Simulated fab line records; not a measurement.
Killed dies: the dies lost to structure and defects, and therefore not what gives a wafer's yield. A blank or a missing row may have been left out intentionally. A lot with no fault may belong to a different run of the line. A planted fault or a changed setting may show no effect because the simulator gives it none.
2 desks, one fault    flow berkeley cmos170    every desk sees just its own numbers, and what lay behind them comes last

## DESK OF THE TOOL OWNER: lpcvd-02
The tool's own readings at UCB170_ACTIVE_CVD_05 (deposits Si3N4 from SiH2Cl2/NH3, target thk 220 nm, time 3300 s): means of the sampled wafers that have a number, for each lot that ran on this tool. If a lot's mean is further than 4 standard deviations from the usual mean, the lot is out of limits and carries the mark OUT (the distance appears in the brackets).
Columns: A = nh3 flow sccm at UCB170_ACTIVE_CVD_05, usual 75.04 sccm; B = susceptor temp C at UCB170_ACTIVE_CVD_05, usual 799.9 C
lot   first seen here  A      B
L978  day 4 12:08      74.78  799.6
L979  day 5 07:21      75.22  799.8
L980  day 5 07:21      75.13  800.3
L987  day 6 15:13      74.95  799.5
L989  day 7 04:40      75.05  799.8
L991  day 7 13:43      75.02  800.0
This desk found nothing out of limits on any of the 6 lots.

## METROLOGY DESK
What the gauges read for every lot (on any tool): the sampled wafers with a number, averaged. If a lot's mean is further than 4 standard deviations from the usual mean, the lot is out of limits and carries the mark OUT (the distance appears in the brackets).
Columns: A = NWELL_OXIDE_THK at UCB170_NWELL_THK_MEAS_02, usual 26.3 nm; B = PWELL_OVL at UCB170_PWELL_OVL_MEAS_13, usual 1 nm; C = PWELL_TW at UCB170_PWELL_TW_MEAS_17, usual 379; D = ACTIVE_NITRIDE_THK at UCB170_ACTIVE_THK_MEAS_06, usual 221.2 nm
lot   first seen here  A     B   C    D
L978  day 2 04:45      26.0  0   387  222.2
L980  day 2 13:11      26.1  3   387  224.8
L979  day 2 13:11      26.2  4   376  220.1
L981  day 2 22:53      26.7  3   376  220.6
L982  day 2 22:53      27.0  -2  383  219.0
L983  day 3 09:41      26.7  -2  377  221.5
L986  day 3 17:43      26.3  6   381  219.6
L987  day 4 03:04      25.8  2   382  217.1
L989  day 4 14:51      27.2  6   382  215.4
L991  day 5 00:59      25.9  5   379  215.6
L996  day 6 06:46      26.8  10  377  222.4
L997  day 6 06:47      25.6  3   377  219.9
This desk found nothing out of limits on any of the 12 lots.

## TAKEN TOGETHER
The tool owner's desk saw nothing out of limits.
At the metrology desk, nothing out of limits was observed.

## WHAT THE SIMULATOR PUT IN
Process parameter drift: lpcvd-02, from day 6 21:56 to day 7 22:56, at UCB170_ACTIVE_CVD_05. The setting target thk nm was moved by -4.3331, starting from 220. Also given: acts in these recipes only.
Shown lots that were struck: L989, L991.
